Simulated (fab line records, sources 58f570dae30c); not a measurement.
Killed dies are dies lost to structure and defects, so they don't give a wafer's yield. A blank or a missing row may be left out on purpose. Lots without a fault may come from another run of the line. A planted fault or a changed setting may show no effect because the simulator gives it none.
Problem report in the 8D (eight disciplines) form, filled by code | flow berkeley_cmos170 | the parts of the form that need people (team, actions taken, sign-off) are left out

1. THE PROBLEM
beam_energy_keV at UCB170_PVT_IMPLANT_07 reads a mean of 33.305 on 6 wafers of 2 lots; wafers without a fault read 30.000 with a standard deviation of 0.0097. That is +99 or more standard deviations from the usual mean.
First seen on wafer L417.2, day 8 11:04, on implanter-03. The record holds 42 wafers of 14 lots with a number at this step. Rule for "out", or "out of limits": more than 4 standard deviations from the usual mean. The other wafers with a number count as sound.

2. WHAT IT IS AND WHAT IT IS NOT
question                    | is                     | is not
which readings at this step | beam_energy_keV        | tilt_deg
which lots                  | L417, L422             | L404, L405, L407, L408, L409, L411, L413, L416, L419, L425, L426, L427
which wafers of those lots  | all that have a number | -
read on which tools         | implanter-03           | implanter-02, implanter-04
when                        | from day 8 11:04       | up to then (27 sound wafers); but 9 sound wafers of L425, L426, L427 came after

3. SUSPECTS, AND WHAT RULES EACH OUT
Counting: a tool at a process step up to the reading stays a suspect if it ran every lot that is out and no sound lot after the first of them.
- implanter-03 at UCB170_PVT_IMPLANT_07: kept. It ran every lot that is out, first L417 (day 8 11:04), and no sound lot after that; its last sound lot up to then is L416 (day 7 22:42). Its own readings are out on those wafers: beam_energy_keV.
Left after counting: implanter-03 at UCB170_PVT_IMPLANT_07.

4. THE CAUSE (what the simulator had put in)
Process parameter drift: implanter-03, from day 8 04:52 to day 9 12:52, at UCB170_PVT_IMPLANT_07. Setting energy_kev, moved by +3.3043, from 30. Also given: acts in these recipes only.
Counting left only this tool.

5. THE CHAIN OF EFFECTS, in route order
Each row: a reading whose mean over the struck wafers that have a number lies more than 3 standard deviations from the usual. Only readings for which the record gives a usual standard deviation are gone through. hours: the time from each lot's start at the first step in this table that gives one to its start at this step, as a median over the lots. sigmas: the change in usual standard deviations.
hours | step                  | reading         | usual  | on struck wafers | change | sigmas
0     | UCB170_PVT_IMPLANT_07 | beam_energy_keV | 30.000 | 33.305           | +3.305 | +99 or more
0     | UCB170_PVT_TW_MEAS_09 | PVT_TW          | 509    | 528              | +19    | +3.5
The process steps in it:
- UCB170_PVT_IMPLANT_07
Later measuring or inspecting steps at which every struck wafer that the step has a row for has a number for every such reading, and none has moved that far: UCB170_GATE_CD_MEAS_90.

6. WHAT WOULD HAVE CAUGHT IT SOONER
In this record the first reading out of limits was taken at day 8 11:04, 6 hours after the fault began at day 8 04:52.
